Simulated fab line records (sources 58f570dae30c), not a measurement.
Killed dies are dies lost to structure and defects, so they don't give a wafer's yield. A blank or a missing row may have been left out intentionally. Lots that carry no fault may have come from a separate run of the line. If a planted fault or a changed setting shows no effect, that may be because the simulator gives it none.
fab line records -- flow berkeleyCmos170
record lots=5, wafers=15, lastDay=12
route steps=331 shown ZERO@6 NWELL@14 PWELL@34
lots that met no fault: taken from a fault-free run of the same line
startH: the number of hours between the record's first day and the start of the first shown wafer of the lot -- waitH: hours from the lot's prior step to this one -- " the same as in the row above -- L1.1+2: one row covering several wafers at once -- - either no value or no given start -- * or withheld: withheld -- < > ~ a bound
route shown NAME@n: NAME is a module with steps in the file, n the number in the route of the first one -- usual: mean and standard deviation over wafers with no fault -- same: alike in all rows -- chamber/n: place in a boat -- sites: readings site by site -- _std_site: standard deviation across them -- _edge_site: outer sites' mean less inner sites' -- radiusMm: how far each site lies from the wafer's centre -- mask NAME#n: copy n -- behind: the most recent tool/chamber to have shaped the wafer -- hold: reason for holding the lot/hours on hold/outcome of the hold -- device: the transistor (n, p or np) that didn't switch -- end of line: at the end of the route, the tests of the same wafers -- a step without rows: its recipe alone -- killed: at the first sort, the dies lost to defects and structure; wafer yield is something else -- map: shows each die of a wafer: x if killed, . if not, _ if none is there
set.NAME: the setting as run; set.NAME@STEP: as run at that earlier step -- model.NAME: the simulator's own value behind a step, which no gauge read
certain route steps with their lots: each step a table, each wafer a row
services: a tool's chamber out of use, with start hour (startH, from the record's first day; less than 0 if before it), hours out, and reason
## steps
# step UCB170_ZERO_HMDS_00
# recipe primeTimeS=60, primeTempC=100
lot.wafer,tool,chamber,startH,waitH
L077.2+3+5,lithoTrack-02,0,31.26,0.0
L078.1+2+3,lithoTrack-01,0,37.03,0.1
L085.1+3+6,lithoTrack-01,0,74.50,0.0
L093.1+2+5,lithoTrack-02,0,115.69,0.5
L097.2+3+5,lithoTrack-04,0,132.60,0.1
# step UCB170_ZERO_COAT_01
# recipe resist=KrF, spinRpm=1500, resistThkNm=900
lot.wafer,tool,chamber,startH,waitH
L077.2+3+5,lithoTrack-02,0,31.41,0.1
L078.1+2+3,lithoTrack-01,0,37.18,0.1
L085.1+3+6,lithoTrack-01,0,74.65,0.1
L093.1+2+5,lithoTrack-02,0,115.84,0.1
L097.2+3+5,lithoTrack-04,0,132.75,0.1
# step UCB170_ZERO_SOFTBAKE_02
# recipe resist=KrF, tempC=130, timeS=60
# same timeS=60
lot.wafer,tool,chamber,startH,waitH
L077.2+3+5,lithoTrack-02,0,31.56,0.1
L078.1+2+3,lithoTrack-01,0,37.33,0.1
L085.1+3+6,lithoTrack-01,0,74.80,0.1
L093.1+2+5,lithoTrack-02,0,115.99,0.1
L097.2+3+5,lithoTrack-04,0,132.90,0.1
# step UCB170_ZERO_EXPOSE_03
# recipe maskId=PM_MARKS, na=0.5, sigmaOuter=0.6, sourceShape=conventional, targetCdNm=4000, doseMj=30
# usual stageVelMmS=499.98/0.25
lot.wafer,tool,chamber,startH,waitH,mask,stageVelMmS
L077.2,krfScanner-02,0,31.71,0.1,PM_MARKS#0,499.98
L077.3,krfScanner-02,0,31.71,0.1,PM_MARKS#0,500.14
L077.5,krfScanner-02,0,31.71,0.1,PM_MARKS#0,499.94
L078.1,krfScanner-02,0,37.48,0.1,PM_MARKS#0,499.88
L078.2,krfScanner-02,0,37.48,0.1,PM_MARKS#0,500.16
L078.3,krfScanner-02,0,37.48,0.1,PM_MARKS#0,500.01
L085.1,krfScanner-01,0,75.08,0.2,PM_MARKS#0,500.09
L085.3,krfScanner-01,0,75.08,0.2,PM_MARKS#0,500.16
L085.6,krfScanner-01,0,75.08,0.2,PM_MARKS#0,499.65
L093.1,krfScanner-01,0,116.27,0.2,PM_MARKS#0,500.13
L093.2,krfScanner-01,0,116.27,0.2,PM_MARKS#0,500.18
L093.5,krfScanner-01,0,116.27,0.2,PM_MARKS#0,500.35
L097.2,krfScanner-02,0,133.10,0.2,PM_MARKS#0,500.26
L097.3,krfScanner-02,0,133.10,0.2,PM_MARKS#0,500.07
L097.5,krfScanner-02,0,133.10,0.2,PM_MARKS#0,500.19
# step UCB170_ZERO_PEB_04
# recipe pebTempC=130, pebTimeS=withheld, resist=KrF
lot.wafer,tool,chamber,startH,waitH
L077.2+3+5,lithoTrack-04,0,31.83,0.1
L078.1+2+3,lithoTrack-01,0,37.60,0.1
L085.1+3+6,lithoTrack-01,0,75.40,0.3
L093.1+2+5,lithoTrack-01,0,117.32,1.0
L097.2+3+5,lithoTrack-02,0,133.56,0.4
# step UCB170_ZERO_DEVELOP_05
# recipe developer=TMAH, developTimeS=45, resist=KrF, devTempC=21
lot.wafer,tool,chamber,startH,waitH
L077.2+3+5,lithoTrack-04,0,-,-
L078.1+2+3,lithoTrack-01,0,-,-
L085.1+3+6,lithoTrack-01,0,-,-
L093.1+2+5,lithoTrack-01,0,-,-
L097.2+3+5,lithoTrack-02,0,-,-
# step UCB170_ZERO_ETCH_06
# recipe chemistry=CHF3/CF4/Ar, target=SiO2, timeS=12, pressureMtorr=100, rfW=500, CHF3_flow_sccm=50, cf4FlowSccm=10, Ar_flow_sccm=120, overEtchFrac=1.58
# usual chamberPressureMTorr=100.01/0.095, drypumpMotorCurrentA=6.0/0.41, oesProductAu=0.624/0.0098, throttleValvePct=9.29/0.16
# same timeS=12
lot.wafer,tool,chamber,startH,waitH,chamberPressureMTorr,drypumpMotorCurrentA,oesProductAu,rfHoursCounterH,throttleValvePct
L077.2,rieDiel-03,2,32.08,-,100.06,6.6,0.618,59,9.45
L077.3,rieDiel-03,1,32.08,-,100.00,5.2,0.620,9,9.53
L077.5,rieDiel-03,3,32.08,-,100.04,6.1,0.629,-,8.96
L078.1,rieDiel-03,1,37.87,-,100.10,5.2,0.623,9,9.53
L078.2,rieDiel-03,0,37.87,-,99.87,6.2,0.646,142,9.40
L078.3,rieDiel-03,3,37.87,-,99.98,6.1,0.626,105,8.97
L085.1,rieDiel-02,0,75.68,-,99.98,5.9,0.611,123,9.40
L085.3,rieDiel-02,3,75.68,-,99.84,6.5,0.619,79,9.26
L085.6,rieDiel-02,2,75.68,-,99.80,6.1,0.630,-,9.54
L093.1,rieDiel-01,2,117.59,-,99.91,5.8,0.637,17,9.40
L093.2,rieDiel-01,0,117.59,-,100.18,6.0,0.621,7,9.12
L093.5,rieDiel-01,0,117.59,-,99.94,6.0,0.615,-,9.14
L097.2,rieDiel-02,1,133.81,-,100.07,6.4,0.635,54,9.18
L097.3,rieDiel-02,3,133.81,-,99.76,6.5,0.620,82,9.25
L097.5,rieDiel-02,0,133.81,-,100.38,5.8,0.616,-,9.39
# step UCB170_ZERO_STRIP_07
# recipe chemistry=O2, powerW=400, pressureMtorr=3500, platenTempC=withheld, o2FlowSccm=400, overashFraction=0.5
# usual chamberPressureMTorr=3500.3/2.9, drypumpMotorCurrentA=5.95/0.23, oesProductAu=0.727/0.0042, stripTimeToEndpointS=21.48/0.078
lot.wafer,tool,chamber,startH,waitH,chamberPressureMTorr,drypumpMotorCurrentA,oesProductAu,rfHoursCounterH,stripTimeToEndpointS
L077.2,plasmaAsher-01,0,32.10,0.0,3500.7,5.69,0.723,29,21.49
L077.3,plasmaAsher-01,1,32.10,0.0,3505.5,6.07,0.724,-,21.51
L077.5,plasmaAsher-01,0,32.10,0.0,3504.5,5.63,0.732,-,21.52
L078.1,plasmaAsher-02,1,37.89,0.0,3500.0,6.25,0.729,30,21.62
L078.2,plasmaAsher-02,0,37.89,0.0,3496.0,5.81,0.720,30,21.60
L078.3,plasmaAsher-02,0,37.89,0.0,3498.6,5.80,0.723,-,21.55
L085.1,plasmaAsher-03,0,75.70,0.0,3499.9,6.07,0.726,25,21.47
L085.3,plasmaAsher-03,1,75.70,0.0,3495.6,5.66,0.728,-,21.51
L085.6,plasmaAsher-03,0,75.70,0.0,3494.9,6.07,0.727,-,21.46
L093.1,plasmaAsher-01,1,117.63,0.0,3501.6,6.15,0.723,40,21.51
L093.2,plasmaAsher-01,0,117.63,0.0,3507.5,5.66,0.715,40,21.56
L093.5,plasmaAsher-01,0,117.63,0.0,3496.8,5.67,0.731,-,21.45
L097.2,plasmaAsher-02,0,133.83,0.0,3502.8,5.84,0.727,2,21.54
L097.3,plasmaAsher-02,0,133.83,0.0,3499.3,5.81,0.729,-,21.59
L097.5,plasmaAsher-02,1,133.83,0.0,3503.1,6.24,0.724,-,21.58
# step UCB170_NWELL_WET_ETCH_00
# recipe chemistry=dHF, dilution=25:1, target=SiO2, tempC=25, timeS=200
# same timeS=200
lot.wafer,tool,chamber,startH,waitH
L077.2+3+5,wetBench-04,0,32.41,0.3
L078.1+2+3,wetBench-04,3,38.44,0.5
L085.1+3+6,wetBench-04,3,75.80,0.1
L093.1+2+5,wetBench-02,1,117.73,0.1
L097.2+3+5,wetBench-04,2,134.77,0.9
# step UCB170_NWELL_OXIDATION_01
# recipe tempC=1000, ambient=O2, targetThkA=264, oxTimeS=1260
# usual oxTempCMax=1005.7/2.1, tubeCenterTempC=999.99/0.089
lot.wafer,tool,chamber,startH,waitH,oxTempCMax,tubeCenterTempC
L077.2,furnace-02,0,36.64,4.2,1012.1,999.87
L077.3,furnace-02,0,36.64,4.2,1007.2,999.97
L077.5,furnace-02,0,36.64,4.2,1007.0,999.97
L078.1,furnace-01,0,41.77,3.3,1004.6,1000.1
L078.2,furnace-01,0,41.77,3.3,1005.7,1000
L078.3,furnace-01,0,41.77,3.3,1004.5,999.92
L085.1,furnace-01,0,80.18,4.3,1005.5,999.95
L085.3,furnace-01,0,80.18,4.3,1004.7,1000
L085.6,furnace-01,0,80.18,4.3,1005.7,999.95
L093.1,furnace-03,0,119.69,1.9,1004.2,1000.1
L093.2,furnace-03,0,119.69,1.9,1003.8,1000
L093.5,furnace-03,0,119.69,1.9,1004.0,999.87
L097.2,furnace-02,0,135.95,1.1,1006.5,999.95
L097.3,furnace-02,0,135.95,1.1,1007.6,999.94
L097.5,furnace-02,0,135.95,1.1,1007.4,999.9
# step UCB170_NWELL_THK_MEAS_02
# recipe reads=SiO2_of_NWELL_OXIDATION_01
# usual NWELL_OXIDE_THK=26.2/0.56
lot.wafer,tool,chamber,startH,waitH,NWELL_OXIDE_THK[nm]
L077.2,filmMetro-04,-,38.00,0.0,26.2
L077.3,filmMetro-04,-,38.00,0.0,25.8
L077.5,filmMetro-04,-,38.00,0.0,25.9
L078.1,filmMetro-04,-,43.12,0.0,26.5
L078.2,filmMetro-04,-,43.12,0.0,26.5
L078.3,filmMetro-04,-,43.12,0.0,26.7
L085.1,filmMetro-04,-,81.53,0.0,25.8
L085.3,filmMetro-04,-,81.53,0.0,26.0
L085.6,filmMetro-04,-,81.53,0.0,26.3
L093.1,filmMetro-01,-,121.04,0.0,26.4
L093.2,filmMetro-01,-,121.04,0.0,26.3
L093.5,filmMetro-01,-,121.04,0.0,26.6
L097.2,filmMetro-04,-,137.31,0.0,26.5
L097.3,filmMetro-04,-,137.31,0.0,26.8
L097.5,filmMetro-04,-,137.31,0.0,26.7
# step UCB170_NWELL_ANNEAL_03
# recipe tempC=1000, timeS=900, ambient=N2
# usual tubeCenterTempC=1000/0.092
# same timeS=900
lot.wafer,tool,chamber,startH,waitH,tubeCenterTempC
L077.2,furnace-02,0,40.59,2.6,1000.2
L077.3,furnace-02,0,40.59,2.6,1000.1
L077.5,furnace-02,0,40.59,2.6,999.97
L078.1,furnace-02,0,45.92,2.8,1000.1
L078.2,furnace-02,0,45.92,2.8,999.9
L078.3,furnace-02,0,45.92,2.8,999.87
L085.1,furnace-03,0,87.22,5.7,1000
L085.3,furnace-03,0,87.22,5.7,1000.1
L085.6,furnace-03,0,87.22,5.7,1000.2
L093.1,furnace-01,0,123.55,2.5,1000.1
L093.2,furnace-01,0,123.55,2.5,999.97
L093.5,furnace-01,0,123.55,2.5,999.99
L097.2,furnace-01,0,138.85,1.5,999.92
L097.3,furnace-01,0,138.85,1.5,999.74
L097.5,furnace-01,0,138.85,1.5,1000.1
# step UCB170_NWELL_CVD_04
# recipe material=Si3N4, targetThkNm=224, tempC=800, precursor=SiH2Cl2/NH3, timeS=3360, pressureMtorr=200, sih2cl2FlowSccm=25, nh3FlowSccm=75
# same timeS=3360
lot.wafer,tool,chamber,startH,waitH
L077.2+3+5,lpcvd-01,1,43.34,1.5
L078.1+2+3,lpcvd-02,1,47.17,0.0
L085.1+3+6,lpcvd-01,0,88.47,0.0
L093.1+2+5,lpcvd-02,1,126.46,1.7
L097.2+3+5,lpcvd-02,0,140.10,0.0
# step UCB170_NWELL_THK_MEAS_05
# recipe reads=Si3N4_of_NWELL_CVD_04
# usual NWELL_NITRIDE_THK=225.6/1.9
lot.wafer,tool,chamber,startH,waitH,NWELL_NITRIDE_THK[nm]
L077.2,filmMetro-02,-,45.28,0.0,224.0
L077.3,filmMetro-02,-,45.28,0.0,225.8
L077.5,filmMetro-02,-,45.28,0.0,225.8
L078.1,filmMetro-04,-,50.07,0.0,223.3
L078.2,filmMetro-04,-,50.07,0.0,223.6
L078.3,filmMetro-04,-,50.07,0.0,223.0
L085.1,filmMetro-02,-,90.41,0.0,227.3
L085.3,filmMetro-02,-,90.41,0.0,225.9
L085.6,filmMetro-02,-,90.41,0.0,228.6
L093.1,filmMetro-02,-,128.39,0.0,228.1
L093.2,filmMetro-02,-,128.39,0.0,227.9
L093.5,filmMetro-02,-,128.39,0.0,228.9
L097.2,filmMetro-04,-,142.10,0.1,223.9
L097.3,filmMetro-04,-,142.10,0.1,223.7
L097.5,filmMetro-04,-,142.10,0.1,224.1
# step UCB170_NWELL_HMDS_06
# recipe primeTimeS=60, primeTempC=100
lot.wafer,tool,chamber,startH,waitH
L077.2+3+5,lithoTrack-03,0,45.36,0.1
L078.1+2+3,lithoTrack-01,0,50.52,0.4
L085.1+3+6,lithoTrack-03,0,91.28,0.9
L093.1+2+5,lithoTrack-03,0,128.45,0.1
L097.2+3+5,lithoTrack-01,0,142.18,0.1
# step UCB170_NWELL_COAT_07
# recipe resist=KrF, spinRpm=1500, resistThkNm=900
lot.wafer,tool,chamber,startH,waitH
L077.2+3+5,lithoTrack-03,0,45.51,0.1
L078.1+2+3,lithoTrack-01,0,50.67,0.1
L085.1+3+6,lithoTrack-03,0,91.43,0.1
L093.1+2+5,lithoTrack-03,0,128.60,0.1
L097.2+3+5,lithoTrack-01,0,142.33,0.1
# step UCB170_NWELL_SOFTBAKE_08
# recipe resist=KrF, tempC=130, timeS=60
# same timeS=60
lot.wafer,tool,chamber,startH,waitH
L077.2+3+5,lithoTrack-03,0,45.66,0.1
L078.1+2+3,lithoTrack-01,0,50.82,0.1
L085.1+3+6,lithoTrack-03,0,91.58,0.1
L093.1+2+5,lithoTrack-03,0,128.75,0.1
L097.2+3+5,lithoTrack-01,0,142.48,0.1
# step UCB170_NWELL_EXPOSE_09
# recipe maskId=NWELL, targetCdNm=3000, na=0.5, sigmaOuter=0.6, sourceShape=conventional, doseMj=25
# usual stageVelMmS=499.99/0.29
lot.wafer,tool,chamber,startH,waitH,mask,stageVelMmS
L077.2,krfScanner-02,0,45.80,0.1,NWELL#0,500.18
L077.3,krfScanner-02,0,45.80,0.1,NWELL#0,499.86
L077.5,krfScanner-02,0,45.80,0.1,NWELL#0,500.39
L078.1,krfScanner-01,0,51.09,0.2,NWELL#0,500.06
L078.2,krfScanner-01,0,51.09,0.2,NWELL#0,500.10
L078.3,krfScanner-01,0,51.09,0.2,NWELL#0,499.96
L085.1,krfScanner-01,0,91.73,0.1,NWELL#0,499.97
L085.3,krfScanner-01,0,91.73,0.1,NWELL#0,499.49
L085.6,krfScanner-01,0,91.73,0.1,NWELL#0,499.87
L093.1,krfScanner-02,0,128.90,0.1,NWELL#0,500.59
L093.2,krfScanner-02,0,128.90,0.1,NWELL#0,500.31
L093.5,krfScanner-02,0,128.90,0.1,NWELL#0,500.22
L097.2,krfScanner-02,0,142.68,0.2,NWELL#0,499.80
L097.3,krfScanner-02,0,142.68,0.2,NWELL#0,499.91
L097.5,krfScanner-02,0,142.68,0.2,NWELL#0,500.50
# step UCB170_NWELL_PEB_10
# recipe pebTempC=129.5, pebTimeS=withheld, resist=KrF
lot.wafer,tool,chamber,startH,waitH
L077.2+3+5,lithoTrack-03,0,45.92,0.1
L078.1+2+3,lithoTrack-03,0,51.55,0.4
L085.1+3+6,lithoTrack-03,0,92.01,0.3
L093.1+2+5,lithoTrack-01,0,129.02,0.1
L097.2+3+5,lithoTrack-02,0,142.96,0.3
# step UCB170_NWELL_DEVELOP_11
# recipe developer=TMAH, developTimeS=45, resist=KrF, devTempC=21
lot.wafer,tool,chamber,startH,waitH
L077.2+3+5,lithoTrack-03,0,-,-
L078.1+2+3,lithoTrack-03,0,-,-
L085.1+3+6,lithoTrack-03,0,-,-
L093.1+2+5,lithoTrack-01,0,-,-
L097.2+3+5,lithoTrack-02,0,-,-
# step UCB170_NWELL_OVL_MEAS_12
# usual NWELL_OVL=-2/5.1
lot.wafer,tool,chamber,startH,waitH,NWELL_OVL[nm]
L077.2,overlay-01,-,46.18,-,1
L077.3,overlay-01,-,46.18,-,-10
L077.5,overlay-01,-,46.18,-,-3
L078.1,overlay-02,-,51.82,-,5
L078.2,overlay-02,-,51.82,-,-2
L078.3,overlay-02,-,51.82,-,-1
L085.1,overlay-02,-,92.28,-,-6
L085.3,overlay-02,-,92.28,-,-13
L085.6,overlay-02,-,92.28,-,-3
L093.1,overlay-02,-,129.30,-,-1
L093.2,overlay-02,-,129.30,-,6
L093.5,overlay-02,-,129.30,-,2
L097.2,overlay-01,-,143.22,-,-2
L097.3,overlay-01,-,143.22,-,-8
L097.5,overlay-01,-,143.22,-,-3
# step UCB170_NWELL_ETCH_13
# recipe chemistry=CH3F/Ar/O2, target=Si3N4, stopOn=SiO2, CH3F_flow_sccm=20, Ar_flow_sccm=50, O2_flow_sccm=7, pressureMtorr=50, rfW=450, targetDepthA=2464, overEtchFrac=0.1, timeS=154
# usual chamberPressureMTorr=50.00/0.046, drypumpMotorCurrentA=5.9/0.49, oesProductAu=0.956/0.012, throttleValvePct=8.12/0.16
# same timeS=154
lot.wafer,tool,chamber,startH,waitH,chamberPressureMTorr,drypumpMotorCurrentA,oesProductAu,rfHoursCounterH,throttleValvePct
L077.2,rieDiel-03,1,46.21,0.0,50.02,5.2,0.955,9,8.31
L077.3,rieDiel-03,3,46.21,0.0,49.95,6.1,0.957,105,7.79
L077.5,rieDiel-03,1,46.21,0.0,50.02,5.2,0.962,-,8.31
L078.1,rieDiel-04,3,51.86,0.0,49.99,5.4,0.958,17,8.10
L078.2,rieDiel-04,2,51.86,0.0,49.93,6.6,0.954,120,8.16
L078.3,rieDiel-04,0,51.86,0.0,50.02,5.6,0.950,11,8.17
L085.1,rieDiel-03,2,92.32,0.0,49.99,6.6,0.958,62,8.26
L085.3,rieDiel-03,0,92.32,0.0,50.03,6.2,0.972,146,8.18
L085.6,rieDiel-03,0,92.32,0.0,50.06,6.2,0.967,-,8.19
L093.1,rieDiel-01,0,129.33,0.0,49.96,6.0,0.955,8,7.97
L093.2,rieDiel-01,3,129.33,0.0,49.97,6.5,0.965,0,8.11
L093.5,rieDiel-01,0,129.33,0.0,49.98,6.0,0.962,-,7.98
L097.2,rieDiel-03,1,143.25,0.0,49.95,5.2,0.952,15,8.31
L097.3,rieDiel-03,2,143.25,0.0,49.99,6.6,0.949,65,8.24
L097.5,rieDiel-03,1,143.25,0.0,50.03,5.2,0.959,-,8.30
# step UCB170_NWELL_IMPLANT_14
# recipe species=P, doseCm2=1e+13, energyKev=150, tiltDeg=7
# usual beamOnS=9.98/0.2, endStationPressureTorr=5.06e-06/2.5e-07
lot.wafer,tool,chamber,startH,waitH,beamOnS,endStationPressureTorr
L077.2,implanter-03,0,46.34,0.1,9.92,5.02e-06
L077.3,implanter-03,0,46.34,0.1,9.88,4.65e-06
L077.5,implanter-03,0,46.34,0.1,9.90,5.37e-06
L078.1,implanter-02,0,51.96,0.1,10.06,5.25e-06
L078.2,implanter-02,0,51.96,0.1,10.02,5.04e-06
L078.3,implanter-02,0,51.96,0.1,9.86,4.91e-06
L085.1,implanter-03,0,92.42,0.1,10.02,5.48e-06
L085.3,implanter-03,0,92.42,0.1,10.05,5.39e-06
L085.6,implanter-03,0,92.42,0.1,10.04,4.83e-06
L093.1,implanter-01,0,129.43,0.1,10.36,5.22e-06
L093.2,implanter-01,0,129.43,0.1,10.22,5.13e-06
L093.5,implanter-01,0,129.43,0.1,10.15,5.2e-06
L097.2,implanter-03,0,143.37,0.1,10.17,4.79e-06
L097.3,implanter-03,0,143.37,0.1,10.28,4.86e-06
L097.5,implanter-03,0,143.37,0.1,10.08,4.77e-06
# step UCB170_NWELL_STRIP_15
# recipe chemistry=O2, powerW=400, pressureMtorr=3500, platenTempC=withheld, o2FlowSccm=400, overashFraction=0.5
# usual chamberPressureMTorr=3500/3, drypumpMotorCurrentA=5.6/0.56, oesProductAu=0.722/0.0047, stripTimeToEndpointS=18.01/0.09
lot.wafer,tool,chamber,startH,waitH,chamberPressureMTorr,drypumpMotorCurrentA,oesProductAu,rfHoursCounterH,stripTimeToEndpointS
L077.2,plasmaAsher-04,1,46.46,0.1,3506,5.3,0.720,31,18.11
L077.3,plasmaAsher-04,0,46.46,0.1,3497,4.6,0.724,-,18.08
L077.5,plasmaAsher-04,1,46.46,0.1,3503,5.3,0.721,-,18.08
L078.1,plasmaAsher-03,0,52.11,0.1,3497,6.1,0.720,22,18.04
L078.2,plasmaAsher-03,1,52.11,0.1,3499,5.6,0.720,22,18.07
L078.3,plasmaAsher-03,1,52.11,0.1,3501,5.6,0.716,-,18.04
L085.1,plasmaAsher-04,0,92.57,0.1,3496,4.6,0.722,37,17.96
L085.3,plasmaAsher-04,0,92.57,0.1,3502,4.6,0.725,-,17.93
L085.6,plasmaAsher-04,1,92.57,0.1,3499,5.3,0.721,-,18.02
L093.1,plasmaAsher-04,0,129.58,0.1,3504,4.6,0.722,42,18.03
L093.2,plasmaAsher-04,1,129.58,0.1,3493,5.3,0.722,42,18.02
L093.5,plasmaAsher-04,0,129.58,0.1,3499,4.6,0.724,-,18.13
L097.2,plasmaAsher-04,0,143.50,0.1,3499,4.6,0.721,44,18.04
L097.3,plasmaAsher-04,1,143.50,0.1,3500,5.3,0.720,-,17.89
L097.5,plasmaAsher-04,0,143.50,0.1,3502,4.6,0.723,-,18.06
# step UCB170_NWELL_TW_MEAS_16
# usual NWELL_TW=1239/12
lot.wafer,tool,chamber,startH,waitH,NWELL_TW
L077.2,filmMetro-04,-,46.57,0.1,1260
L077.3,filmMetro-04,-,46.57,0.1,1263
L077.5,filmMetro-04,-,46.57,0.1,1253
L078.1,filmMetro-04,-,52.21,0.1,1247
L078.2,filmMetro-04,-,52.21,0.1,1245
L078.3,filmMetro-04,-,52.21,0.1,1246
L085.1,filmMetro-04,-,92.67,0.1,1246
L085.3,filmMetro-04,-,92.67,0.1,1250
L085.6,filmMetro-04,-,92.67,0.1,1252
L093.1,filmMetro-01,-,129.68,0.1,1222
L093.2,filmMetro-01,-,129.68,0.1,1229
L093.5,filmMetro-01,-,129.68,0.1,1223
L097.2,filmMetro-04,-,143.61,0.1,1245
L097.3,filmMetro-04,-,143.61,0.1,1254
L097.5,filmMetro-04,-,143.61,0.1,1253
# step UCB170_NWELL_CLEAN_17
# recipe chemistry=SPM, tempC=120, timeS=600
# same timeS=600
lot.wafer,tool,chamber,startH,waitH
L077.2+3+5,wetBench-04,0,46.62,0.0
L078.1+2+3,wetBench-02,0,52.43,0.2
L085.1+3+6,wetBench-03,2,93.24,0.6
L093.1+2+5,wetBench-04,1,130.15,0.5
L097.2+3+5,wetBench-03,1,143.66,0.0
# step UCB170_NWELL_WET_ETCH_18
# recipe chemistry=H3PO4, target=Si3N4, tempC=160, timeS=14400
# same timeS=14400
lot.wafer,tool,chamber,startH,waitH
L077.2+3+5,wetBench-03,0,46.80,0.0
L078.1+2+3,wetBench-02,3,52.81,0.2
L085.1+3+6,wetBench-03,3,93.46,0.0
L093.1+2+5,wetBench-04,1,130.57,0.2
L097.2+3+5,wetBench-02,3,143.83,0.0
# step UCB170_NWELL_WET_ETCH_19
# recipe chemistry=BOE, dilution=5:1, target=SiO2, tempC=25, timeS=22
# same timeS=22
lot.wafer,tool,chamber,startH,waitH
L077.2+3+5,wetBench-02,3,50.80,0.0
L078.1+2+3,wetBench-03,3,57.19,0.0
L085.1+3+6,wetBench-03,2,97.66,0.2
L093.1+2+5,wetBench-04,1,134.83,0.3
L097.2+3+5,wetBench-04,0,147.93,0.1
# step UCB170_PWELL_CLEAN_00
# recipe chemistry=SPM, tempC=120, timeS=600
# same timeS=600
lot.wafer,tool,chamber,startH,waitH
L077.2+3+5,wetBench-03,0,50.82,0.0
L078.1+2+3,wetBench-02,3,57.20,0.0
L085.1+3+6,wetBench-03,3,97.67,0.0
L093.1+2+5,wetBench-04,0,135.02,0.2
L097.2+3+5,wetBench-02,0,148.06,0.1
# step UCB170_PWELL_CLEAN_01
# recipe chemistry=dHF, dilution=25:1, timeS=60
# same timeS=60
lot.wafer,tool,chamber,startH,waitH
L077.2+3+5,wetBench-03,2,51.39,0.4
L078.1+2+3,wetBench-03,3,57.43,0.0
L085.1+3+6,wetBench-03,2,98.05,0.2
L093.1+2+5,wetBench-04,3,135.40,0.2
L097.2+3+5,wetBench-04,1,148.23,0.0
# step UCB170_PWELL_OXIDATION_02
# recipe tempC=1000, ambient=O2, targetThkA=264, oxTimeS=1260
# usual oxTempCMax=1006.6/2, tubeCenterTempC=1000/0.094
lot.wafer,tool,chamber,startH,waitH,oxTempCMax,tubeCenterTempC
L077.2,furnace-01,0,54.09,2.7,1008.1,999.97
L077.3,furnace-01,0,54.09,2.7,1007.0,1000
L077.5,furnace-01,0,54.09,2.7,1004.0,999.92
L078.1,furnace-01,0,59.94,2.5,1004.7,1000
L078.2,furnace-01,0,59.94,2.5,1005.9,999.93
L078.3,furnace-01,0,59.94,2.5,1003.6,1000.1
L085.1,furnace-04,0,99.81,1.7,1004.9,999.84
L085.3,furnace-04,0,99.81,1.7,1005.6,999.96
L085.6,furnace-04,0,99.81,1.7,1003.8,1000
L093.1,furnace-02,0,137.30,1.9,1009.6,999.89
L093.2,furnace-02,0,137.30,1.9,1008.6,999.98
L093.5,furnace-02,0,137.30,1.9,1010.5,1000.1
L097.2,furnace-04,0,153.20,4.9,1006.4,1000
L097.3,furnace-04,0,153.20,4.9,1004.0,1000
L097.5,furnace-04,0,153.20,4.9,1004.2,999.82
# step UCB170_PWELL_THK_MEAS_03
# recipe reads=SiO2_of_PWELL_OXIDATION_02
# usual PWELL_OXIDE_THK=26.5/0.48
lot.wafer,tool,chamber,startH,waitH,PWELL_OXIDE_THK[nm]
L077.2,filmMetro-04,-,55.45,0.0,25.9
L077.3,filmMetro-04,-,55.45,0.0,26.7
L077.5,filmMetro-04,-,55.45,0.0,26.4
L078.1,filmMetro-03,-,61.29,0.0,26.5
L078.2,filmMetro-03,-,61.29,0.0,27.0
L078.3,filmMetro-03,-,61.29,0.0,26.5
L085.1,filmMetro-04,-,101.16,0.0,27.4
L085.3,filmMetro-04,-,101.16,0.0,27.1
L085.6,filmMetro-04,-,101.16,0.0,27.0
L093.1,filmMetro-01,-,138.65,0.0,26.9
L093.2,filmMetro-01,-,138.65,0.0,27.0
L093.5,filmMetro-01,-,138.65,0.0,27.0
L097.2,filmMetro-04,-,154.56,0.0,26.0
L097.3,filmMetro-04,-,154.56,0.0,25.8
L097.5,filmMetro-04,-,154.56,0.0,25.9
# step UCB170_PWELL_ANNEAL_04
# recipe tempC=1000, timeS=900, ambient=N2
# usual tubeCenterTempC=1000/0.092
# same timeS=900
lot.wafer,tool,chamber,startH,waitH,tubeCenterTempC
L077.2,furnace-02,0,57.35,1.9,999.98
L077.3,furnace-02,0,57.35,1.9,999.9
L077.5,furnace-02,0,57.35,1.9,999.98
L078.1,furnace-02,0,63.35,2.1,999.94
L078.2,furnace-02,0,63.35,2.1,1000
L078.3,furnace-02,0,63.35,2.1,999.95
L085.1,furnace-01,0,101.23,0.1,1000.1
L085.3,furnace-01,0,101.23,0.1,1000
L085.6,furnace-01,0,101.23,0.1,999.96
L093.1,furnace-02,0,142.67,4.0,999.93
L093.2,furnace-02,0,142.67,4.0,999.97
L093.5,furnace-02,0,142.67,4.0,999.84
L097.2,furnace-04,0,156.05,1.5,999.86
L097.3,furnace-04,0,156.05,1.5,999.81
L097.5,furnace-04,0,156.05,1.5,1000.2
## services
tool,chamber,startH,hours,kind
furnace-02,-,8.04,3.6,pm
implanter-03,-,12.00,3.4,repair
krfScanner-01,-,32.44,3.6,pm
rieDiel-03,-,47.28,1.8,repair
krfScanner-02,-,50.37,1.3,pm
krfScanner-02,-,61.71,0.5,repair
krfScanner-01,-,66.42,4.4,pm
furnace-02,-,67.20,3.7,pm
plasmaAsher-04,-,79.56,1.8,repair
plasmaAsher-04,-,84.51,0.8,repair
krfScanner-02,-,85.89,1.0,pm
krfScanner-01,-,90.48,0.8,pm
krfScanner-02,-,93.69,5.6,repair
krfScanner-02,-,94.47,2.7,repair
furnace-02,-,104.08,4.4,pm
implanter-03,-,105.46,20.9,pm
krfScanner-01,-,114.82,1.0,pm
krfScanner-01,-,119.88,36.0,pm
rieDiel-03,2,127.06,6.4,repair
rieDiel-03,3,138.22,5.9,repair
rieDiel-03,2,149.25,5.5,repair
furnace-01,-,150.18,3.9,pm
rieDiel-03,0,152.20,10.0,repair
krfScanner-02,-,154.75,3.7,repair
## key
fault none
